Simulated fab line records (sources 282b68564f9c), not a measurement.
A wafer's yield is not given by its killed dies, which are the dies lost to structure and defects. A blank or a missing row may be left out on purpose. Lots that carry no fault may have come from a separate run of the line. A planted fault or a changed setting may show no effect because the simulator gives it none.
Struck lot and sound lot, side by side || flow ritCmos || 23 out of 202 route steps
Sound: the wafers L735.2, L735.4, L735.5. The struck wafers were L743.1, L743.3, L743.5. Last of all comes the cause.
For every step that has rows: the tool of each side, followed by ch and its chambers, followed by its first start. Under that, the readings that differ: sound wafers || struck wafers || difference of the means || sigmas: that difference in standard deviations of wafers without a fault.
alike: same words and numbers on both sides, and readings whose means sit less than 2 such deviations apart. not compared: any withheld reading, any reading some wafer has no value for, any bound like >300 that may hide the same value, and any number with overlapping values for which the record gives no deviation.
A row with sigmas, a row that says differs or no value, or rows on one side alone: a step with any of these is where the two part. Non-overlapping numbers with no deviation appear without sigmas and do not part them. A reading that every wafer of one side lacks parts them only if that side has two wafers or more.

RIT_SDANNEAL_RS_MEAS_06: uses a four-point probe to measure.
  sound on filmMetro-02 at day 3 06:26; struck on filmMetro-02 at day 5 00:31
  alike: PLDD_RS
RIT_SDANNEAL_RS_MEAS_07: uses a four-point probe to measure.
  sound on filmMetro-02 at day 3 06:33; struck on filmMetro-02 at day 5 00:38
  alike: NLDD_RS
then, 1 step without rows for these wafers: RIT_SILICIDE_WET_ETCH_00 (etches SiO2 in BOE, target depth 14 nm, time 15 s).
RIT_SILICIDE_SPUTTER_01: material Ti, target thk 30 nm, time 240 s.
  sound on pvdSputter-02 at day 3 06:40; struck on pvdSputter-02 at day 5 00:47
  alike: cathodeDcPowerW, throttleValvePct
RIT_SILICIDE_RS_MEAS_02: uses a four-point probe to measure.
  sound on filmMetro-01 at day 3 06:50; struck on filmMetro-04 at day 5 00:56
{"reading": "SILICIDE_TI_RS (ohm/sq)", "sound": "48.0 46.7 46.9", "struck": "50.0 48.0 48.8", "difference": "+1.7", "sigmas": "+2"}
RIT_SILICIDE_THK_MEAS_03: measures by xrf.
  sound on filmMetro-01 at day 3 06:57; struck on filmMetro-04 at day 5 01:03
  alike: SILICIDE_TI_THK
RIT_SILICIDE_RTA_04: time 10 s, ramp up 5 s, ramp down 5 s.
  sound on rtpAnneal-02 ch 0, day 3 07:01; struck on rtpAnneal-02 ch 0, day 5 01:07
  alike: wafer_temp_C_max
then, 1 step without rows for these wafers: RIT_SILICIDE_WET_ETCH_05 (etches Ti in SPM, time 120 s).
RIT_SILICIDE_RTA_06: time 10 s, ramp up 5 s, ramp down 10 s.
  sound on rtpAnneal-01 ch 0, day 3 07:07; struck on rtpAnneal-01 ch 0, day 5 01:13
  alike: wafer_temp_C_max
RIT_CONTACT_CVD_00: deposits SiO2 from TEOS, target thk 400 nm, time 61 s.
  sound on pecvd-01 ch 0,2, day 3 07:10; struck on pecvd-03 ch 0,1,2, day 5 01:17
  alike: heaterPowerW
RIT_CONTACT_THK_MEAS_01:
  sound on filmMetro-04 at day 3 07:14; struck on filmMetro-04 at day 5 01:20
  alike: CONTACT_TEOS_THK
then, 1 step without rows for these wafers: RIT_CONTACT_HMDS_02 (prime time 60 s).
RIT_CONTACT_COAT_03: resist thk 1000 nm.
  sound on lithoTrack-02 ch 0, day 3 07:28; struck on lithoTrack-04 ch 0, day 5 01:33
{"reading": "spinSpeedRpm (rpm)", "sound": "3248.9 3253.8 3251.5", "struck": "3497.8 3493.2 3492.0", "difference": "+242.9", "sigmas": "+99 or more"}
{"reading": "model.NOVOLAK_of_CONTACT_COAT_03.thkNm (nm)", "sound": "1001 1002 1001", "struck": "972.6 968.8 970.8", "difference": -30.6, "sigmas": ""}
then, 4 steps without rows for these wafers: RIT_CONTACT_SOFTBAKE_04 (time 60 s); RIT_CONTACT_EXPOSE_05 (exposes mask M11, target cd 1000 nm); RIT_CONTACT_PEB_06; RIT_CONTACT_DEVELOP_07 (develop time 120 s).
RIT_CONTACT_CD_MEAS_08: target cd 1000 nm.
  sound on cdSem-02 at day 3 08:16; struck on cdSem-01 at day 5 02:29
{"reading": "cdNm (nm)", "sound": "999.0 999.9 1000.0", "struck": "1003.9 1005.3 1005.1", "difference": "+5.1", "sigmas": "+3"}
RIT_CONTACT_OVL_MEAS_09:
  sound on overlay-02 at day 3 08:22; struck on overlay-02 at day 5 02:37
  alike: CONTACT_OVL
then, 1 step without rows for these wafers: RIT_CONTACT_HARDBAKE_10 (time 60 s).
RIT_CONTACT_ETCH_11: etches SiO2 in CHF3/CF4/Ar, stops on TiSi2, target depth 480 nm, time 320 s.
  sound on rieDiel-03 ch 1,3, day 3 08:33; struck on rieDiel-02 ch 1,2,3, day 5 02:47
{"reading": "model.NOVOLAK_of_CONTACT_COAT_03.thkNm (nm)", "sound": "771.7 768.9 770.9", "struck": "737.7 736.1 733.8", "difference": -34.6, "sigmas": ""}
  alike: drypumpMotorCurrentA, mfcArSccm, oesProductAu, throttleValvePct
  not compared: rfHoursCounterH
RIT_CONTACT_STRIP_12: strips in O2, time 180 s.
  sound on plasmaAsher-03 ch 0,1, day 3 08:45; struck on plasmaAsher-04 ch 0,1, day 5 02:59
  alike: drypumpMotorCurrentA
  not compared: rfHoursCounterH
RIT_M1_PROBE_99:
  the record holds rows for the sound wafers here (prober-02, day 3 13:34) but none for the struck ones

WHERE THEY PART
First at RIT_SILICIDE_RS_MEAS_02; last, within this record, at RIT_M1_PROBE_99.

WHY: whatever the simulator had introduced
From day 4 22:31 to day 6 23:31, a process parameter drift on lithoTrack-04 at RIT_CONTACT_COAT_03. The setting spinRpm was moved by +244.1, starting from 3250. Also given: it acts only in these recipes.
